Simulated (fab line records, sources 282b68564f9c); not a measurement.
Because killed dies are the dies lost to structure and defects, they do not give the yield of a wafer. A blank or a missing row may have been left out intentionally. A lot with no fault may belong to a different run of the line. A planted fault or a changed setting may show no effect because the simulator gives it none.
A sampling plan put to the test || flow ritCmos || one fab line, 15 faults that these records tell of, each judged on the records of the lots that it struck; 3 more are left out, because the records don't allow judging them
Plan = the line's own looks (route steps where a gauge or an inspection reads the wafer without altering it). A look can be judged if struck wafers have a number there and the file gives its usual mean and standard deviation on fault-free wafers. Caught: the struck wafers' mean, at a look after the fault's first step, is 4 or more of those standard deviations (sigma) away from the usual mean. On the tool: the test repeated on the tool's own readings taken at the fault's steps. It also counts as caught if the struck wafers ran another recipe or if their record alone is blank.

## THE FAULTS, as the simulator had put them in
1. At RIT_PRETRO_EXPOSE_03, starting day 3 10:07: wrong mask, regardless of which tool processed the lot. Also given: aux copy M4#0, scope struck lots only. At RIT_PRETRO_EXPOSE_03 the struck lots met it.
2. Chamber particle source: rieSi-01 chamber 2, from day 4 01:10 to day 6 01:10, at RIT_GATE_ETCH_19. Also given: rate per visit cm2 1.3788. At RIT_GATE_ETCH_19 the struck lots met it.
3. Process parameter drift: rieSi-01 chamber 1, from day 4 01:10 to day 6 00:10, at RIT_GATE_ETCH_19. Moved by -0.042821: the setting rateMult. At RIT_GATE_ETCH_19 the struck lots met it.
4. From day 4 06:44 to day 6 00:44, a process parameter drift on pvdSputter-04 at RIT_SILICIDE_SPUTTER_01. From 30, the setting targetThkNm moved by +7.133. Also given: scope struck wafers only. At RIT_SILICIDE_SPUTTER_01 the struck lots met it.
5. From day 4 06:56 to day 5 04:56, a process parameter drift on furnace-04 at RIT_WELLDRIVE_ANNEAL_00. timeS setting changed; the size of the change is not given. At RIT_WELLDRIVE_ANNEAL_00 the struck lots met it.
6. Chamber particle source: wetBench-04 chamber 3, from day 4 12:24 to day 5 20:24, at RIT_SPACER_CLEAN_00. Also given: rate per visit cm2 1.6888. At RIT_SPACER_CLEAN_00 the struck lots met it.
7. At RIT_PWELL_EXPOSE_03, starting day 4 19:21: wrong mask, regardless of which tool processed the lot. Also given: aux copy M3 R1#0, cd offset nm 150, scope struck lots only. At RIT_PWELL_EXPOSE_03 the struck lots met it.
8. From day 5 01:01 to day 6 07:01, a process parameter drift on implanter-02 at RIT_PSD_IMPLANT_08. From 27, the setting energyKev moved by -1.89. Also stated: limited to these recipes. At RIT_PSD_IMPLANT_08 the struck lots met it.
9. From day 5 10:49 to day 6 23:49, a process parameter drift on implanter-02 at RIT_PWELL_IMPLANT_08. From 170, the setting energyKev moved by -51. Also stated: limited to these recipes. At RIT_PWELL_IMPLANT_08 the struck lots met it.
10. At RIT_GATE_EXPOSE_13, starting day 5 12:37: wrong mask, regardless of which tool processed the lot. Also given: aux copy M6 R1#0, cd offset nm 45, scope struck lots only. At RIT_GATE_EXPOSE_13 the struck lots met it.
11. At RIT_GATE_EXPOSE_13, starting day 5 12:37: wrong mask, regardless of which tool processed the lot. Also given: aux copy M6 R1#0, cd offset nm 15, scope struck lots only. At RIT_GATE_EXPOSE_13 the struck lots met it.
12. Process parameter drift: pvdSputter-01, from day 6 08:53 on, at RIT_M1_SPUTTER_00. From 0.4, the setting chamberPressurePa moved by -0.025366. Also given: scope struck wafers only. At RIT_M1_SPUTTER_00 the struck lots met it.
13. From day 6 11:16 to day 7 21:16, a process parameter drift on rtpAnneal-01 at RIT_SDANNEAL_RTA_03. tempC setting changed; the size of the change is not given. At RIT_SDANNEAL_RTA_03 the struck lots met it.
14. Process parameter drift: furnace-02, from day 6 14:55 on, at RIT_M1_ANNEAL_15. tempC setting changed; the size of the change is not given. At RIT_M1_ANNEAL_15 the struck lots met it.
15. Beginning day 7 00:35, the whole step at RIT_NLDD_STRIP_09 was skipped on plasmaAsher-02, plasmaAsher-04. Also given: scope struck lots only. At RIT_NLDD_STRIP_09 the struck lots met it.

## WHAT THE PLAN SAW
{"fault": 1, "on the tool itself": "no reading that can be judged", "first look that catches it": "RIT_PRETRO_TW_MEAS_10", "reading, sigma": "PRETRO_TW -99 or beyond", "median hours from its first step to that look": 1.0, "hours from the fault's start to the first struck lot there": 3, "judged looks passed uncaught": 0}
{"fault": 2, "on the tool itself": "under 2 sigma", "first look that catches it": "no look after it can be judged", "reading, sigma": "-", "median hours from its first step to that look": "-", "hours from the fault's start to the first struck lot there": "-", "judged looks passed uncaught": 0}
{"fault": 3, "on the tool itself": "under 2 sigma", "first look that catches it": "no look after it can be judged", "reading, sigma": "-", "median hours from its first step to that look": "-", "hours from the fault's start to the first struck lot there": "-", "judged looks passed uncaught": 0}
{"fault": 4, "on the tool itself": "under 2 sigma", "first look that catches it": "RIT_SILICIDE_RS_MEAS_02", "reading, sigma": "SILICIDE_TI_RS -16", "median hours from its first step to that look": 0.2, "hours from the fault's start to the first struck lot there": 5, "judged looks passed uncaught": 0}
{"fault": 5, "on the tool itself": "runLengthS -99 or beyond sigma", "first look that catches it": "RIT_WELLDRIVE_RS_MEAS_01", "reading, sigma": "NWELL_RS +15", "median hours from its first step to that look": 5.1, "hours from the fault's start to the first struck lot there": 1, "judged looks passed uncaught": 0}
{"fault": 6, "on the tool itself": "under 2 sigma", "first look that catches it": "not the one look that can be judged after it", "reading, sigma": "-", "median hours from its first step to that look": "-", "hours from the fault's start to the first struck lot there": "-", "judged looks passed uncaught": 1}
{"fault": 7, "on the tool itself": "no reading that can be judged", "first look that catches it": "no look after it can be judged", "reading, sigma": "-", "median hours from its first step to that look": "-", "hours from the fault's start to the first struck lot there": "-", "judged looks passed uncaught": 0}
{"fault": 8, "on the tool itself": "beamEnergyKeV -99 or beyond sigma", "first look that catches it": "RIT_SDANNEAL_RS_MEAS_04", "reading, sigma": "PSD_RS +13", "median hours from its first step to that look": 6.2, "hours from the fault's start to the first struck lot there": 13, "judged looks passed uncaught": 1}
{"fault": 9, "on the tool itself": "beamEnergyKeV -99 or beyond sigma", "first look that catches it": "RIT_PWELL_TW_MEAS_10", "reading, sigma": "PWELL_TW -5.6", "median hours from its first step to that look": 0.3, "hours from the fault's start to the first struck lot there": 6, "judged looks passed uncaught": 0}
{"fault": 10, "on the tool itself": "under 2 sigma", "first look that catches it": "RIT_GATE_CD_MEAS_16", "reading, sigma": "cdNm +17", "median hours from its first step to that look": 0.4, "hours from the fault's start to the first struck lot there": 5, "judged looks passed uncaught": 0}
{"fault": 11, "on the tool itself": "under 2 sigma", "first look that catches it": "RIT_GATE_CD_MEAS_16", "reading, sigma": "cdNm +5.7", "median hours from its first step to that look": 0.4, "hours from the fault's start to the first struck lot there": 5, "judged looks passed uncaught": 0}
{"fault": 12, "on the tool itself": "chamberPressurePa -30 sigma", "first look that catches it": "none of the 4 looks that can be judged after it", "reading, sigma": "-", "median hours from its first step to that look": "-", "hours from the fault's start to the first struck lot there": "-", "judged looks passed uncaught": 4}
{"fault": 13, "on the tool itself": "wafer_temp_C_max -17 sigma", "first look that catches it": "RIT_SDANNEAL_RS_MEAS_04", "reading, sigma": "PSD_RS +42", "median hours from its first step to that look": 0.1, "hours from the fault's start to the first struck lot there": 3, "judged looks passed uncaught": 0}
{"fault": 14, "on the tool itself": "tubeCenterTempC -99 or beyond sigma", "first look that catches it": "not the one look that can be judged after it", "reading, sigma": "-", "median hours from its first step to that look": "-", "hours from the fault's start to the first struck lot there": "-", "judged looks passed uncaught": 1}
{"fault": 15, "on the tool itself": "the tool's record is blank for the struck wafers", "first look that catches it": "RIT_PLDD_TW_MEAS_10", "reading, sigma": "PLDD_TW -99 or beyond", "median hours from its first step to that look": 1.8, "hours from the fault's start to the first struck lot there": 5, "judged looks passed uncaught": 0}
Dash: fault not caught, or number not given in these records.

Caught at a look: 9 of 15. Caught on the tool: 7 of 15. By one or the other: 11 of 15.
Caught on the tool alone: faults 12, 14.
Caught at a look alone: faults 1, 4, 10, 11.
Caught by neither: faults 2, 3, 6, 7.

## THINNER SAMPLING
Were the look that catches a fault to measure just every second or every third lot (counted by lot number), the first struck lot would, at worst, be measured this late:
{"fault": 1, "struck lots at that look, in order of time": "L104", "every lot": "3 h", "every second lot": "may miss it", "every third lot": "may miss it"}
{"fault": 4, "struck lots at that look, in order of time": "L411, L413", "every lot": "5 h", "every second lot": "may miss all 2", "every third lot": "may miss all 2"}
{"fault": 5, "struck lots at that look, in order of time": "L983, L984", "every lot": "1 h", "every second lot": "9 h", "every third lot": "may miss all 2"}
{"fault": 8, "struck lots at that look, in order of time": "L375, L376, L377", "every lot": "13 h", "every second lot": "14 h", "every third lot": "18 h"}
{"fault": 9, "struck lots at that look, in order of time": "L128, L129", "every lot": "6 h", "every second lot": "11 h", "every third lot": "may miss all 2"}
{"fault": 10, "struck lots at that look, in order of time": "L942", "every lot": "5 h", "every second lot": "may miss it", "every third lot": "may miss it"}
{"fault": 11, "struck lots at that look, in order of time": "L333", "every lot": "5 h", "every second lot": "may miss it", "every third lot": "may miss it"}
{"fault": 13, "struck lots at that look, in order of time": "L419, L421", "every lot": "3 h", "every second lot": "may miss all 2", "every third lot": "may miss all 2"}
{"fault": 15, "struck lots at that look, in order of time": "L348, L349", "every lot": "5 h", "every second lot": "8 h", "every third lot": "may miss all 2"}
The hour figures run from when the fault began to the first measured lot among those it struck. The limit of 4 sigma was tested on all struck wafers together, so one lot alone may lie under it. Other struck lots may not be in these records.

## THE LONGEST TIMED WAY FROM STEP TO LOOK
Fault 8: median gap of 6.2 hours between RIT_PSD_IMPLANT_08 and RIT_SDANNEAL_RS_MEAS_04. The look between them that can be judged stayed within 4 sigma: RIT_PSD_TW_MEAS_10.
